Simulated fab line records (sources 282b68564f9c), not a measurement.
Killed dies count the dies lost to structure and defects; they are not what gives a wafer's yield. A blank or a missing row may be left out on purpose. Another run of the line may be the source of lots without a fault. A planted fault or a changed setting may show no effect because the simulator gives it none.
The tool behind it: which one? + flow rit_cmos + 14 lots with 42 wafers sampled at 4 steps, on a route of 202 steps

## WHAT THE GAUGES READ, wafer by wafer
RIT_NRETRO_OVL_MEAS_06.
| lot  | measured    | on         | NRETRO_OVL (nm) |
|------|-------------|------------|-----------------|
| L641 | day 2 05:20 | overlay-02 | 0.4 -0.5 -0.3   |
| L642 | day 2 12:50 | overlay-02 | -0.9 -1.2 -1.1  |
| L643 | day 2 15:53 | overlay-02 | -0.1 0.5 0.4    |
| L645 | day 3 01:14 | overlay-02 | 1.0 0.8 -0.3    |
| L646 | day 3 05:49 | overlay-02 | -0.8 0.8 -0.8   |
| L647 | day 3 12:27 | overlay-02 | -1.2 -1.8 -0.2  |
| L648 | day 3 16:14 | overlay-02 | 0.6 0.0 -1.1    |
| L650 | day 4 01:58 | overlay-02 | -1.0 -1.8 1.1   |
| L652 | day 4 13:38 | overlay-02 | -1.7 -1.1 0.2   |
| L654 | day 4 23:02 | overlay-01 | 1.6 1.2 1.4     |
| L655 | day 5 04:45 | overlay-01 | -0.5 1.1 0.0    |
| L656 | day 5 08:11 | overlay-01 | 0.4 -0.5 1.2    |
| L661 | day 6 10:33 | overlay-01 | 3.0 1.3 0.6     |
| L664 | day 6 23:55 | overlay-02 | 0.0 1.0 -0.4    |

RIT_NRETRO_TW_MEAS_10.
| lot  | measured    | on            | NRETRO_TW      |
|------|-------------|---------------|----------------|
| L641 | day 2 05:58 | film_metro-04 | 1036 1032 1034 |
| L642 | day 2 13:28 | film_metro-03 | 1044 1040 1048 |
| L643 | day 2 16:29 | film_metro-02 | 1025 1020 1024 |
| L645 | day 3 01:51 | film_metro-03 | 1056 1052 1050 |
| L646 | day 3 06:26 | film_metro-03 | 1048 1050 1052 |
| L647 | day 3 13:04 | film_metro-04 | 1035 1041 1047 |
| L648 | day 3 16:50 | film_metro-02 | 1031 1033 1031 |
| L650 | day 4 02:34 | film_metro-03 | 1056 1052 1050 |
| L652 | day 4 14:15 | film_metro-04 | 1040 1042 1046 |
| L654 | day 4 23:40 | film_metro-03 | 1043 1046 1047 |
| L655 | day 5 05:22 | film_metro-03 | 1048 1048 1050 |
| L656 | day 5 08:48 | film_metro-04 | 1042 1040 1044 |
| L661 | day 6 11:10 | film_metro-02 | 1015 1025 1021 |
| L664 | day 7 00:32 | film_metro-03 | 1048 1041 1042 |

RIT_GATE_THK_MEAS_09.
| lot  | measured    | on            | GATE_POLY_THK (nm) |
|------|-------------|---------------|--------------------|
| L641 | day 2 11:52 | film_metro-04 | 250.9 249.3 249.3  |
| L642 | day 2 18:43 | film_metro-01 | 252.0 251.2 251.0  |
| L643 | day 2 21:37 | film_metro-04 | 252.9 252.2 254.9  |
| L645 | day 3 07:19 | film_metro-04 | 250.9 250.1 252.1  |
| L646 | day 3 12:23 | film_metro-01 | 250.2 250.8 250.1  |
| L647 | day 3 18:26 | film_metro-04 | 248.9 245.8 252.0  |
| L648 | day 3 22:04 | film_metro-04 | 247.4 247.1 246.7  |
| L650 | day 4 08:18 | film_metro-01 | 249.5 249.0 248.3  |
| L652 | day 4 19:28 | film_metro-01 | 246.9 246.0 246.0  |
| L654 | day 5 04:56 | film_metro-04 | 249.2 249.5 246.3  |
| L655 | day 5 10:37 | film_metro-04 | 238.3 238.6 237.9  |
| L656 | day 5 16:11 | film_metro-04 | 238.2 238.7 237.4  |
| L661 | day 6 16:38 | film_metro-01 | 251.2 253.4 249.2  |
| L664 | day 7 05:58 | film_metro-01 | 248.0 248.4 247.9  |

## EACH LOT AND THE TOOL THAT RAN IT (in order: tool; ch and the chambers of the sampled wafers; start)
| lot  | RIT_GATE_CVD_08            |
|------|----------------------------|
| L641 | lpcvd-02 ch 1, day 2 10:14 |
| L642 | lpcvd-01 ch 0, day 2 17:05 |
| L643 | lpcvd-01 ch 1, day 2 20:00 |
| L645 | lpcvd-01 ch 0, day 3 05:41 |
| L646 | lpcvd-01 ch 0, day 3 10:46 |
| L647 | lpcvd-01 ch 0, day 3 16:49 |
| L648 | lpcvd-02 ch 1, day 3 20:28 |
| L650 | lpcvd-01 ch 0, day 4 06:40 |
| L652 | lpcvd-02 ch 0, day 4 17:51 |
| L654 | lpcvd-02 ch 1, day 5 03:17 |
| L655 | lpcvd-02 ch 0, day 5 09:00 |
| L656 | lpcvd-02 ch 1, day 5 13:46 |
| L661 | lpcvd-01 ch 1, day 6 14:59 |
| L664 | lpcvd-01 ch 1, day 7 04:20 |
- RIT_GATE_CVD_08: deposits poly-Si from SiH4, target thk 250 nm, time 2220 s.

## WHAT THE TOOLS THEMSELVES READ (means of the sampled wafers that have a number; where no wafer has one, the mark that the record gives instead)
RIT_GATE_CVD_08.
| lot  | tool     | spike_tc_centre_C (C) |
|------|----------|-----------------------|
| L641 | lpcvd-02 | 614.4                 |
| L642 | lpcvd-01 | 611.2                 |
| L643 | lpcvd-01 | 610.2                 |
| L645 | lpcvd-01 | 611.0                 |
| L646 | lpcvd-01 | 610.8                 |
| L647 | lpcvd-01 | 612.3                 |
| L648 | lpcvd-02 | 613.2                 |
| L650 | lpcvd-01 | 611.1                 |
| L652 | lpcvd-02 | 613.0                 |
| L654 | lpcvd-02 | 612.9                 |
| L655 | lpcvd-02 | 612.3                 |
| L656 | lpcvd-02 | 613.1                 |
| L661 | lpcvd-01 | 611.3                 |
| L664 | lpcvd-01 | 611.0                 |

## THE ANSWER, worked out from the rows above alone
Rule: the lots themselves supply what counts as usual. Put in order of their means at a reading, lots are off if they are a third of the lots or fewer, leave a main group of 4 or more, and stand apart from it by a gap of 3 or more times the standard deviation of the main group's means; of several such gaps the widest counts. The tables above print the reading to a certain number of digits; a main group whose means all agree to those digits is not used. A lot without any number at a reading at which 4 lots or more have one is off too. The other lots that the step has rows for count as sound. Order of review: gauges by route order, followed by the tools' own readings, for which a lot's mean as printed above is used. At the first step where some lot is off, the reading lying furthest off is the one used; lots without a number count as furthest.
Off: at RIT_GATE_THK_MEAS_09 (GATE_POLY_THK), L655, L656. For the main group the mean is 249.6 nm and the standard deviation 1.9.
A tool fits if, at a process step before that reading, it ran every lot that is off, and no sound lot after the first of them. The gauges at RIT_GATE_THK_MEAS_09 are tried like those tools. Can't be told from this: 2 tools fit, lpcvd-02 at RIT_GATE_CVD_08, film_metro-04 at RIT_GATE_THK_MEAS_09.

## WHAT THE SIMULATOR HAD INSERTED
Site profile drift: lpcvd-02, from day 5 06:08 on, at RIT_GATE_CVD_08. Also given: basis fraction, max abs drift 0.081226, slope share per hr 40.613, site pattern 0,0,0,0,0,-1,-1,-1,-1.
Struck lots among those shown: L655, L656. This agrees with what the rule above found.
